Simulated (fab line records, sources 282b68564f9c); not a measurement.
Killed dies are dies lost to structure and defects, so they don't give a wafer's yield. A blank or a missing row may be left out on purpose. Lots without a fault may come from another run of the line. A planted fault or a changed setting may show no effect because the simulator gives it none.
Split-lot experiment | flow rit_cmos | 5 lots, 23 wafers read, on a route of 202 steps

THE SPLIT
At RIT_NLDD_IMPLANT_08, the setting energy_kev was moved away from the recipe's 20 on 6 of the 23 wafers read, by -4.0% to -3.6%. The other wafers ran this setting at the recipe's value.

The reading is taken at the split's own step.

THE READING
implant.drp_nm (the simulator's own value, which no gauge read), in nm, at RIT_NLDD_IMPLANT_08. The file gives no usual value for it.

wafer  | tool, chamber at the split | energy_kev as run | against the recipe | implant.drp_nm, nm | against lot-mates on the recipe
L074.2 | implanter-04, 0            | 20                | recipe             | 12.97              | -
L074.4 | implanter-04, 0            | 20                | recipe             | 12.97              | -
L074.5 | implanter-04, 0            | 20                | recipe             | 12.97              | -
L077.1 | implanter-04, 0            | 20                | recipe             | 12.97              | -
L077.2 | implanter-04, 0            | 20                | recipe             | 12.97              | -
L077.3 | implanter-04, 0            | 20                | recipe             | 12.97              | -
L077.4 | implanter-04, 0            | 20                | recipe             | 12.97              | -
L077.6 | implanter-04, 0            | 20                | recipe             | 12.97              | -
L079.1 | implanter-04, 0            | 20                | recipe             | 12.97              | -
L079.2 | implanter-04, 0            | 20                | recipe             | 12.97              | -
L079.4 | implanter-04, 0            | 19.19             | -4.0%              | 12.65              | -0.32
L079.5 | implanter-04, 0            | 19.19             | -4.0%              | 12.65              | -0.32
L079.6 | implanter-04, 0            | 19.19             | -4.0%              | 12.65              | -0.32
L081.1 | implanter-04, 0            | 20                | recipe             | 12.97              | -
L081.3 | implanter-04, 0            | 20                | recipe             | 12.97              | -
L081.4 | implanter-04, 0            | 20                | recipe             | 12.97              | -
L081.5 | implanter-04, 0            | 20                | recipe             | 12.97              | -
L081.6 | implanter-04, 0            | 20                | recipe             | 12.97              | -
L083.1 | implanter-01, 0            | 19.28             | -3.6%              | 12.68              | -0.29
L083.2 | implanter-01, 0            | 19.28             | -3.6%              | 12.68              | -0.29
L083.6 | implanter-01, 0            | 19.28             | -3.6%              | 12.68              | -0.29
L083.4 | implanter-01, 0            | 20                | recipe             | 12.97              | -
L083.5 | implanter-01, 0            | 20                | recipe             | 12.97              | -

THE FIT
A straight line over all 23 wafers: implant.drp_nm changes by +0.0797 nm for each +1% of energy_kev; r = +1.00; the points scatter about the line by 0.0016 nm.
The same after taking each lot's own level away (the mean of its wafers on the recipe; 23 wafers): +0.0797 nm for each +1%; r = +1.00; scatter 0.0016 nm.
On that fit, the largest move of energy_kev shifts the reading by 0.32 nm.
The lots' own levels span 12.970 to 12.970 nm.
So the lot-to-lot level changes the slope little: the two slopes agree.
Check: with one of the wafers moved furthest among these (-4.0%) left out of the fit, the line predicts -0.323 nm for it against its lot-mates. It came out at -0.32 nm against them.

OTHER SPLITS ON THESE WAFERS
These wafers also went through other splits before the reading. Each is held against what the fit with the lots' levels taken away leaves over:
other split on the same wafers  | wafers away from the commonest value | r with implant.drp_nm (lot level and that fit taken away)
RIT_ACTIVE_OXIDATION_01 temp_c  | 15                                   | -0.69
RIT_ACTIVE_HARDBAKE_12 temp_c   | 5                                    | +0.41
RIT_NWELL_IMPLANT_08 dose_cm2   | 8                                    | -0.34
RIT_PWELL_IMPLANT_08 energy_kev | 8                                    | -0.43
RIT_PRETRO_IMPLANT_08 dose_cm2  | 11                                   | +0.03
RIT_GATE_CVD_08 time_s          | 15                                   | -0.74
RIT_GATE_COAT_11 spin_rpm       | 7                                    | -0.25
RIT_GATE_ETCH_19 time_s         | 10                                   | -0.04

THE FILE'S OWN FIT
implant.drp_nm changes by +0.0788 nm for each +1% of energy_kev, r = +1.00.
